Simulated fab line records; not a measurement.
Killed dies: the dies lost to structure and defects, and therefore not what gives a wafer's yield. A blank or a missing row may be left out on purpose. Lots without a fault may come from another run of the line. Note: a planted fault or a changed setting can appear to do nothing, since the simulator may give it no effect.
Which tool did it?	flow berkeley-cmos170	Sampling: 14 lots, 42 wafers, 2 of 331 route steps

## WHAT EACH GAUGE READ, for each wafer
UCB170_M2_CD_MEAS_15: target cd 700 nm. Usual: cd-nm at 699.8 nm, with a standard deviation of 1.5.
lot	measured	on	cd-nm (nm)	flag
L827	day 8 07:44	cd-sem-01	700.8 699.7 700.5	
L828	day 8 19:47	cd-sem-02	700.3 700.1 698.5	
L829	day 8 20:38	cd-sem-01	697.7 696.6 697.1	
L830	day 8 20:31	cd-sem-02	701.1 700.7 700.0	
L831	day 9 04:28	cd-sem-02	700.6 700.7 700.3	
L832	day 9 09:20	cd-sem-01	698.9 700.0 699.7	
L834	day 9 15:58	cd-sem-01	698.7 699.6 697.8	
L839	day 10 18:29	cd-sem-02	700.4 700.3 701.2	
L838	day 10 19:02	cd-sem-01	701.0 701.7 700.6	
L843	day 11 13:00	cd-sem-02	703.7 702.2 704.2	
L841	day 11 13:34	cd-sem-02	698.7 699.1 698.6	
L848	day 12 05:08	cd-sem-01	698.3 699.2 700.1	
L846	day 12 08:37	cd-sem-01	700.9 701.2 701.4	
L847	day 12 08:51	cd-sem-02	697.1 698.2 698.3	

## TOOL THAT RAN EACH LOT (tool first, then ch and the chambers of the sampled wafers, then the start)
lot	UCB170_M2_SPUTTER_01
L827	pvd-sputter-04, day 8 05:08
L828	pvd-sputter-01, day 8 16:13
L829	pvd-sputter-03, day 8 16:27
L830	pvd-sputter-04, day 8 17:10
L831	pvd-sputter-03, day 9 01:00
L832	pvd-sputter-01, day 9 06:56
L834	pvd-sputter-01, day 9 14:01
L839	pvd-sputter-04, day 10 16:08
L838	pvd-sputter-01, day 10 16:32
L843	pvd-sputter-03, day 11 09:13
L841	pvd-sputter-04, day 11 10:23
L848	pvd-sputter-04, day 12 02:19
L846	pvd-sputter-03, day 12 06:32
L847	pvd-sputter-01, day 12 06:49
- UCB170_M2_SPUTTER_01: material Al, target thk 900 nm, time 120 s.

## WHAT THE TOOLS THEMSELVES READ (means of the sampled wafers that have a number; where no wafer has one, the mark that the record gives instead)
UCB170_M2_SPUTTER_01. Usual: throttle-valve-pct at 29.9 %, with a standard deviation of 1.2.
lot	tool	throttle-valve-pct (%)	flag
L827	pvd-sputter-04	31.0	
L828	pvd-sputter-01	28.8	
L829	pvd-sputter-03	30.5	
L830	pvd-sputter-04	29.3	
L831	pvd-sputter-03	30.4	
L832	pvd-sputter-01	29.3	
L834	pvd-sputter-01	29.3	
L839	pvd-sputter-04	30.2	
L838	pvd-sputter-01	29.4	
L843	pvd-sputter-03	31.0	
L841	pvd-sputter-04	29.4	
L848	pvd-sputter-04	29.7	
L846	pvd-sputter-03	29.7	
L847	pvd-sputter-01	29.3	

## THE ANSWER, worked out from the rows above alone
Rule: lot off if the mean of its wafers having a number is beyond 3 standard deviations from the usual mean. A lot without any number at a reading at which 4 lots or more have one is off too. The other lots that the step has rows for count as sound. First the gauges in route order, then the tools' own readings, where a lot's mean is used as printed above. The first step at which some lot is off is used, and at that step the reading that is off furthest; a lot without a number counts as furthest.
No lot is off at any reading shown: from this, nothing can be told.

## WHAT THE SIMULATOR PUT IN
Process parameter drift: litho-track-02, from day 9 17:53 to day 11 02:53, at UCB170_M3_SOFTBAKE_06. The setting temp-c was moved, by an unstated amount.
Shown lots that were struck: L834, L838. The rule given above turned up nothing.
